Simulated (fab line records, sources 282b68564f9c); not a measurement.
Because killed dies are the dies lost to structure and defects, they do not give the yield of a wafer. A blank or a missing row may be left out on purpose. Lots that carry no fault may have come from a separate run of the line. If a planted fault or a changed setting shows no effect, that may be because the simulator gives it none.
The tool behind it: which one? || flow rit_cmos || 7 lots, 21 wafers sampled, at 2 steps of a route of 202

## WHAT THE GAUGES SHOWED, per wafer
RIT_NSD_TW_MEAS_10.
{"lot": "L761", "measured": "day 3 18:40", "on": "film_metro-04", "NSD_TW": "3073 3073 3060"}
{"lot": "L763", "measured": "day 4 04:19", "on": "film_metro-01", "NSD_TW": "3115 3111 3124"}
{"lot": "L769", "measured": "day 5 09:25", "on": "film_metro-03", "NSD_TW": "1653 1645 1637"}
{"lot": "L772", "measured": "day 5 21:28", "on": "film_metro-01", "NSD_TW": "3104 3102 3106"}
{"lot": "L778", "measured": "day 6 22:08", "on": "film_metro-03", "NSD_TW": "3074 3075 3045"}
{"lot": "L780", "measured": "day 7 10:06", "on": "film_metro-01", "NSD_TW": "3122 3102 3122"}
{"lot": "L783", "measured": "day 8 04:25", "on": "film_metro-03", "NSD_TW": "3108 3112 3109"}

## TOOL THAT RAN EACH LOT (tool first, then ch and the chambers of the sampled wafers, then the start)
{"lot": "L761", "RIT_NSD_IMPLANT_08": "implanter-03 ch 0, day 3 18:23"}
{"lot": "L763", "RIT_NSD_IMPLANT_08": "implanter-03 ch 0, day 4 04:00"}
{"lot": "L769", "RIT_NSD_IMPLANT_08": "implanter-02 ch 0, day 5 09:07"}
{"lot": "L772", "RIT_NSD_IMPLANT_08": "implanter-03 ch 0, day 5 21:08"}
{"lot": "L778", "RIT_NSD_IMPLANT_08": "implanter-01 ch 0, day 6 21:49"}
{"lot": "L780", "RIT_NSD_IMPLANT_08": "implanter-01 ch 0, day 7 09:46"}
{"lot": "L783", "RIT_NSD_IMPLANT_08": "implanter-01 ch 0, day 8 04:05"}
- RIT_NSD_IMPLANT_08

## THE ANSWER, worked out from the rows above alone
Rule: usual is defined by the lots themselves. The widest of any qualifying gaps counts: lots, ordered by their means at a reading, are off when they make up no more than a third of the lots, leave a main group of 4 or more, and stand apart from it by 3 or more times the standard deviation of that group's means. Not used: any main group whose means are identical at the precision the tables above print for the reading. A lot without any number at a reading at which 4 lots or more have one is off too. The other lots that the step has rows for count as sound.
Off: L769, seen at RIT_NSD_TW_MEAS_10 (NSD_TW). Mean 3096 and standard deviation 22 in the main group.
A tool fits if, at a process step before that reading, it ran every lot that is off, and no sound lot after the first of them. The gauges at RIT_NSD_TW_MEAS_10 are tried like those tools. One fits: RIT_NSD_IMPLANT_08 on implanter-02. It ran no sound lot before its first lot that is off in this sample, so the start can't be narrowed down.

## WHAT THE SIMULATOR HAD PUT IN
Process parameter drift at RIT_NSD_IMPLANT_08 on implanter-02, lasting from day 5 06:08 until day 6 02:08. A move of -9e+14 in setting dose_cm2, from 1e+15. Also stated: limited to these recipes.
Shown lots that were struck: L769. Same finding as the rule above.
